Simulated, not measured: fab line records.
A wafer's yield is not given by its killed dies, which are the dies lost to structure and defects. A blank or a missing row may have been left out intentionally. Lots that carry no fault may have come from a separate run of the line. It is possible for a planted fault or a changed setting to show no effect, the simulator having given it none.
fab line records / flow ritCmos
record lots=14 wafers=42 lastDay=7
route steps=202 shown M1@196
lots with no fault: from the same line, run without faults
startH: start of the lot's first displayed wafer, in hours after the record's first day / waitH: time in hours since the lot's previous step / " identical to the entry in the row above / L1.1+2: one row covering several wafers at once / - no value, or no start was given / * or withheld: withheld / < > ~ a bound
route shown NAME@n: names a module that has steps shown in the file, with the first one's number in the route / usual: the fault-free wafers' mean and standard deviation / same: alike in all rows / chamber/n: place in a boat / sites: each site's reading / _std_site: the standard deviation of these / _edge_site: inner sites' mean taken away from outer sites' mean / radiusMm: for every site, how far away it sits from the centre of the wafer / mask NAME#n: copy n / behind: tool/chamber where the wafer was last shaped / hold: the reason the lot was held/the length of the hold in hours/how it ended / device: the transistor (n, p or np) that didn't switch / end of line: the same wafers' tests at the end of the route / for a step that has no rows: nothing shown but its recipe / killed: count of dies lost to structure and defects at first sort (not the wafer's yield) / map: shows each die of a wafer: x if killed, . if not, _ if none is there
set.NAME: the setting that was run; set.NAME@STEP: the one run at that earlier step / model.NAME: the simulator's own value behind a step, which no gauge read
a sample of lots followed through the steps of the route, with each step as a table and each wafer as a row
services: a tool's chamber out of use, with start hour (startH, from the record's first day; less than 0 if before it), hours out, and reason
## steps
# step RIT_M1_METAL_ETCH_12
# recipe stopOn=SiO2 chemistry=Cl2/BCl3 target=Al timeS=165 overEtchFrac=0.5 pressureMtorr=100 targetDepthA=6000 rfW=250 Cl2_flow_sccm=60 bcl3FlowSccm=50
# usual drypumpMotorCurrentA=5.72/0.19 oesProductAu=0.777/0.01 throttleValvePct=8.28/0.11
lot.wafer=L539.4 tool=rieMetal-02 chamber=1 startH=61.23 waitH=0.1 drypumpMotorCurrentA=5.45 oesProductAu=0.784 rfHoursCounterH=- throttleValvePct=8.29
lot.wafer=L539.5 tool=rieMetal-02 chamber=1 startH=61.23 waitH=0.1 drypumpMotorCurrentA=5.45 oesProductAu=0.774 rfHoursCounterH=- throttleValvePct=8.29
lot.wafer=L539.6 tool=rieMetal-02 chamber=0 startH=61.23 waitH=0.1 drypumpMotorCurrentA=5.49 oesProductAu=0.789 rfHoursCounterH=- throttleValvePct=8.38
lot.wafer=L541.3 tool=rieMetal-03 chamber=1 startH=70.22 waitH=0.2 drypumpMotorCurrentA=5.77 oesProductAu=0.788 rfHoursCounterH=- throttleValvePct=8.30
lot.wafer=L541.5 tool=rieMetal-03 chamber=1 startH=70.22 waitH=0.2 drypumpMotorCurrentA=5.75 oesProductAu=0.782 rfHoursCounterH=- throttleValvePct=8.30
lot.wafer=L541.6 tool=rieMetal-03 chamber=0 startH=70.22 waitH=0.2 drypumpMotorCurrentA=6.04 oesProductAu=0.759 rfHoursCounterH=- throttleValvePct=8.44
lot.wafer=L542.2 tool=rieMetal-02 chamber=0 startH=76.44 waitH=0.2 drypumpMotorCurrentA=5.46 oesProductAu=0.786 rfHoursCounterH=35 throttleValvePct=8.37
lot.wafer=L542.4 tool=rieMetal-02 chamber=1 startH=76.44 waitH=0.2 drypumpMotorCurrentA=5.46 oesProductAu=0.775 rfHoursCounterH=- throttleValvePct=8.30
lot.wafer=L542.5 tool=rieMetal-02 chamber=1 startH=76.44 waitH=0.2 drypumpMotorCurrentA=5.47 oesProductAu=0.773 rfHoursCounterH=- throttleValvePct=8.29
lot.wafer=L544.1 tool=rieMetal-03 chamber=1 startH=85.79 waitH=0.2 drypumpMotorCurrentA=5.74 oesProductAu=0.781 rfHoursCounterH=4 throttleValvePct=8.31
lot.wafer=L544.2 tool=rieMetal-03 chamber=0 startH=85.79 waitH=0.2 drypumpMotorCurrentA=6.02 oesProductAu=0.761 rfHoursCounterH=4 throttleValvePct=8.46
lot.wafer=L544.4 tool=rieMetal-03 chamber=0 startH=85.79 waitH=0.2 drypumpMotorCurrentA=6.02 oesProductAu=0.766 rfHoursCounterH=- throttleValvePct=8.45
lot.wafer=L545.3 tool=rieMetal-02 chamber=0 startH=92.15 waitH=0.2 drypumpMotorCurrentA=5.46 oesProductAu=0.789 rfHoursCounterH=- throttleValvePct=8.37
lot.wafer=L545.5 tool=rieMetal-02 chamber=1 startH=92.15 waitH=0.2 drypumpMotorCurrentA=5.46 oesProductAu=0.777 rfHoursCounterH=- throttleValvePct=8.29
lot.wafer=L545.6 tool=rieMetal-02 chamber=0 startH=92.15 waitH=0.2 drypumpMotorCurrentA=5.46 oesProductAu=0.789 rfHoursCounterH=- throttleValvePct=8.38
lot.wafer=L547.2 tool=rieMetal-03 chamber=1 startH=103.12 waitH=0.2 drypumpMotorCurrentA=5.75 oesProductAu=0.783 rfHoursCounterH=4 throttleValvePct=8.29
lot.wafer=L547.4 tool=rieMetal-03 chamber=1 startH=103.12 waitH=0.2 drypumpMotorCurrentA=5.77 oesProductAu=0.786 rfHoursCounterH=- throttleValvePct=8.30
lot.wafer=L547.6 tool=rieMetal-03 chamber=0 startH=103.12 waitH=0.2 drypumpMotorCurrentA=6.01 oesProductAu=0.780 rfHoursCounterH=- throttleValvePct=8.46
lot.wafer=L549.2 tool=rieMetal-01 chamber=1 startH=112.54 waitH=0.2 drypumpMotorCurrentA=5.71 oesProductAu=0.781 rfHoursCounterH=1 throttleValvePct=8.15
lot.wafer=L549.3 tool=rieMetal-01 chamber=1 startH=112.54 waitH=0.2 drypumpMotorCurrentA=5.71 oesProductAu=0.787 rfHoursCounterH=- throttleValvePct=8.15
lot.wafer=L549.4 tool=rieMetal-01 chamber=0 startH=112.54 waitH=0.2 drypumpMotorCurrentA=5.81 oesProductAu=0.772 rfHoursCounterH=- throttleValvePct=8.15
lot.wafer=L550.1 tool=rieMetal-03 chamber=1 startH=115.44 waitH=0.2 drypumpMotorCurrentA=5.72 oesProductAu=0.779 rfHoursCounterH=4 throttleValvePct=8.30
lot.wafer=L550.2 tool=rieMetal-03 chamber=0 startH=115.44 waitH=0.2 drypumpMotorCurrentA=6.00 oesProductAu=0.766 rfHoursCounterH=4 throttleValvePct=8.45
lot.wafer=L550.4 tool=rieMetal-03 chamber=1 startH=115.44 waitH=0.2 drypumpMotorCurrentA=5.72 oesProductAu=0.781 rfHoursCounterH=- throttleValvePct=8.29
lot.wafer=L553.1 tool=rieMetal-03 chamber=0 startH=131.02 waitH=0.2 drypumpMotorCurrentA=6.01 oesProductAu=0.704 rfHoursCounterH=4 throttleValvePct=8.46
lot.wafer=L553.3 tool=rieMetal-03 chamber=1 startH=131.02 waitH=0.2 drypumpMotorCurrentA=5.74 oesProductAu=0.723 rfHoursCounterH=- throttleValvePct=8.30
lot.wafer=L553.4 tool=rieMetal-03 chamber=0 startH=131.02 waitH=0.2 drypumpMotorCurrentA=6.00 oesProductAu=0.695 rfHoursCounterH=- throttleValvePct=8.46
lot.wafer=L555.3 tool=rieMetal-03 chamber=0 startH=139.82 waitH=0.2 drypumpMotorCurrentA=5.99 oesProductAu=0.711 rfHoursCounterH=- throttleValvePct=8.45
lot.wafer=L555.5 tool=rieMetal-03 chamber=0 startH=139.82 waitH=0.2 drypumpMotorCurrentA=6.01 oesProductAu=0.710 rfHoursCounterH=- throttleValvePct=8.48
lot.wafer=L555.6 tool=rieMetal-03 chamber=1 startH=139.82 waitH=0.2 drypumpMotorCurrentA=5.74 oesProductAu=0.726 rfHoursCounterH=- throttleValvePct=8.30
lot.wafer=L558.1 tool=rieMetal-01 chamber=0 startH=152.70 waitH=0.2 drypumpMotorCurrentA=5.81 oesProductAu=0.778 rfHoursCounterH=2 throttleValvePct=8.16
lot.wafer=L558.2 tool=rieMetal-01 chamber=1 startH=152.70 waitH=0.2 drypumpMotorCurrentA=5.71 oesProductAu=0.771 rfHoursCounterH=2 throttleValvePct=8.14
lot.wafer=L558.6 tool=rieMetal-01 chamber=0 startH=152.70 waitH=0.2 drypumpMotorCurrentA=5.83 oesProductAu=0.766 rfHoursCounterH=- throttleValvePct=8.14
lot.wafer=L559.2 tool=rieMetal-02 chamber=1 startH=156.39 waitH=0.2 drypumpMotorCurrentA=5.45 oesProductAu=0.777 rfHoursCounterH=0 throttleValvePct=8.29
lot.wafer=L559.4 tool=rieMetal-02 chamber=0 startH=156.39 waitH=0.2 drypumpMotorCurrentA=5.46 oesProductAu=0.758 rfHoursCounterH=- throttleValvePct=8.37
lot.wafer=L559.5 tool=rieMetal-02 chamber=1 startH=156.39 waitH=0.2 drypumpMotorCurrentA=5.44 oesProductAu=0.783 rfHoursCounterH=- throttleValvePct=8.28
lot.wafer=L561.1 tool=rieMetal-01 chamber=1 startH=167.82 waitH=0.2 drypumpMotorCurrentA=5.71 oesProductAu=0.781 rfHoursCounterH=2 throttleValvePct=8.14
lot.wafer=L561.3 tool=rieMetal-01 chamber=1 startH=167.82 waitH=0.2 drypumpMotorCurrentA=5.73 oesProductAu=0.792 rfHoursCounterH=- throttleValvePct=8.16
lot.wafer=L561.6 tool=rieMetal-01 chamber=0 startH=167.82 waitH=0.2 drypumpMotorCurrentA=5.84 oesProductAu=0.773 rfHoursCounterH=- throttleValvePct=8.15
lot.wafer=L562.2 tool=rieMetal-02 chamber=0 startH=174.96 waitH=0.2 drypumpMotorCurrentA=5.43 oesProductAu=0.761 rfHoursCounterH=0 throttleValvePct=8.36
lot.wafer=L562.5 tool=rieMetal-02 chamber=0 startH=174.96 waitH=0.2 drypumpMotorCurrentA=5.49 oesProductAu=0.754 rfHoursCounterH=- throttleValvePct=8.38
lot.wafer=L562.6 tool=rieMetal-02 chamber=1 startH=174.96 waitH=0.2 drypumpMotorCurrentA=5.47 oesProductAu=0.766 rfHoursCounterH=- throttleValvePct=8.29
# step RIT_M1_CD_MEAS_90
# recipe targetCdNm=2600
# usual cdNm=2601/3
lot.wafer=L539.4 tool=cdSem-01 chamber=- startH=61.75 waitH=0.1 cdNm=2601
lot.wafer=L539.5 tool=cdSem-01 chamber=- startH=61.75 waitH=0.1 cdNm=2602
lot.wafer=L539.6 tool=cdSem-01 chamber=- startH=61.75 waitH=0.1 cdNm=2600
lot.wafer=L541.3 tool=cdSem-01 chamber=- startH=70.72 waitH=0.1 cdNm=2596
lot.wafer=L541.5 tool=cdSem-01 chamber=- startH=70.72 waitH=0.1 cdNm=2594
lot.wafer=L541.6 tool=cdSem-01 chamber=- startH=70.72 waitH=0.1 cdNm=2597
lot.wafer=L542.2 tool=cdSem-01 chamber=- startH=76.98 waitH=0.1 cdNm=2599
lot.wafer=L542.4 tool=cdSem-01 chamber=- startH=76.98 waitH=0.1 cdNm=2598
lot.wafer=L542.5 tool=cdSem-01 chamber=- startH=76.98 waitH=0.1 cdNm=2600
lot.wafer=L544.1 tool=cdSem-02 chamber=- startH=86.30 waitH=0.1 cdNm=2593
lot.wafer=L544.2 tool=cdSem-02 chamber=- startH=86.30 waitH=0.1 cdNm=2596
lot.wafer=L544.4 tool=cdSem-02 chamber=- startH=86.30 waitH=0.1 cdNm=2594
lot.wafer=L545.3 tool=cdSem-02 chamber=- startH=92.67 waitH=0.1 cdNm=2602
lot.wafer=L545.5 tool=cdSem-02 chamber=- startH=92.67 waitH=0.1 cdNm=2598
lot.wafer=L545.6 tool=cdSem-02 chamber=- startH=92.67 waitH=0.1 cdNm=2599
lot.wafer=L547.2 tool=cdSem-02 chamber=- startH=103.65 waitH=0.1 cdNm=2599
lot.wafer=L547.4 tool=cdSem-02 chamber=- startH=103.65 waitH=0.1 cdNm=2600
lot.wafer=L547.6 tool=cdSem-02 chamber=- startH=103.65 waitH=0.1 cdNm=2599
lot.wafer=L549.2 tool=cdSem-02 chamber=- startH=113.09 waitH=0.1 cdNm=2603
lot.wafer=L549.3 tool=cdSem-02 chamber=- startH=113.09 waitH=0.1 cdNm=2607
lot.wafer=L549.4 tool=cdSem-02 chamber=- startH=113.09 waitH=0.1 cdNm=2605
lot.wafer=L550.1 tool=cdSem-01 chamber=- startH=115.97 waitH=0.1 cdNm=2600
lot.wafer=L550.2 tool=cdSem-01 chamber=- startH=115.97 waitH=0.1 cdNm=2603
lot.wafer=L550.4 tool=cdSem-01 chamber=- startH=115.97 waitH=0.1 cdNm=2598
lot.wafer=L553.1 tool=cdSem-01 chamber=- startH=131.54 waitH=0.1 cdNm=2609
lot.wafer=L553.3 tool=cdSem-01 chamber=- startH=131.54 waitH=0.1 cdNm=2612
lot.wafer=L553.4 tool=cdSem-01 chamber=- startH=131.54 waitH=0.1 cdNm=2613
lot.wafer=L555.3 tool=cdSem-01 chamber=- startH=140.32 waitH=0.1 cdNm=2609
lot.wafer=L555.5 tool=cdSem-01 chamber=- startH=140.32 waitH=0.1 cdNm=2608
lot.wafer=L555.6 tool=cdSem-01 chamber=- startH=140.32 waitH=0.1 cdNm=2611
lot.wafer=L558.1 tool=cdSem-01 chamber=- startH=153.21 waitH=0.1 cdNm=2602
lot.wafer=L558.2 tool=cdSem-01 chamber=- startH=153.21 waitH=0.1 cdNm=2604
lot.wafer=L558.6 tool=cdSem-01 chamber=- startH=153.21 waitH=0.1 cdNm=2601
lot.wafer=L559.2 tool=cdSem-01 chamber=- startH=156.92 waitH=0.1 cdNm=2598
lot.wafer=L559.4 tool=cdSem-01 chamber=- startH=156.92 waitH=0.1 cdNm=2599
lot.wafer=L559.5 tool=cdSem-01 chamber=- startH=156.92 waitH=0.1 cdNm=2599
lot.wafer=L561.1 tool=cdSem-01 chamber=- startH=168.33 waitH=0.1 cdNm=2600
lot.wafer=L561.3 tool=cdSem-01 chamber=- startH=168.33 waitH=0.1 cdNm=2600
lot.wafer=L561.6 tool=cdSem-01 chamber=- startH=168.33 waitH=0.1 cdNm=2599
lot.wafer=L562.2 tool=cdSem-01 chamber=- startH=175.56 waitH=0.1 cdNm=2602
lot.wafer=L562.5 tool=cdSem-01 chamber=- startH=175.56 waitH=0.1 cdNm=2598
lot.wafer=L562.6 tool=cdSem-01 chamber=- startH=175.56 waitH=0.1 cdNm=2600
## services
tool=rieMetal-03 chamber=1 startH=72.47 hours=10.2 kind=repair
tool=rieMetal-03 chamber=1 startH=89.08 hours=3.9 kind=repair
tool=rieMetal-01 chamber=- startH=116.21 hours=2.8 kind=pm
tool=rieMetal-01 chamber=0 startH=119.54 hours=12.1 kind=repair
tool=rieMetal-02 chamber=- startH=136.12 hours=20.0 kind=pm
tool=rieMetal-02 chamber=0 startH=136.12 hours=20.0 kind=ventCycle
tool=rieMetal-02 chamber=1 startH=136.12 hours=20.0 kind=ventCycle
tool=rieMetal-02 chamber=0 startH=156.12 hours=- kind=clean
tool=rieMetal-02 chamber=1 startH=156.12 hours=- kind=clean
tool=rieMetal-03 chamber=- startH=170.04 hours=1.4 kind=pm
## key
firstSign step=RIT_M1_METAL_ETCH_12 reading=oesProductAu direction=down sigmas=6.3 usual=0.777 struck=0.712
effect step=RIT_M1_CD_MEAS_90 reading=cdNm direction=up sigmas=3.1 usual=2601 struck=2610 through=controlLoop
metAt RIT_M1_METAL_ETCH_12
struckLots L553,L555
laterRowsLeftOut L553.1,L553.3,L553.4,L555.3,L555.5,L555.6
sortLeftOut L553.1,L553.3,L553.4,L555.3,L555.5,L555.6
loopTrim step=RIT_M1_EXPOSE_06 setting=dose lots=L555
onsetBetween 115.44 131.02
fault kind=processParameterDrift tool=rieMetal-03 chamber=- onsetH=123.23 steps=RIT_M1_METAL_ETCH_12 channel=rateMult offset=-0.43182 shape=step endH=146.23
# sortLeftOut: the simulated sort isn't trusted on such a fault, so these wafers' sort isn't shown, and their yield isn't known
# laterRowsLeftOut: the simulator's readings of these wafers behind a module that went badly wrong aren't trusted and aren't shown, but for the sort
# loopTrim: a control loop set the setting to another value than it would have without faults
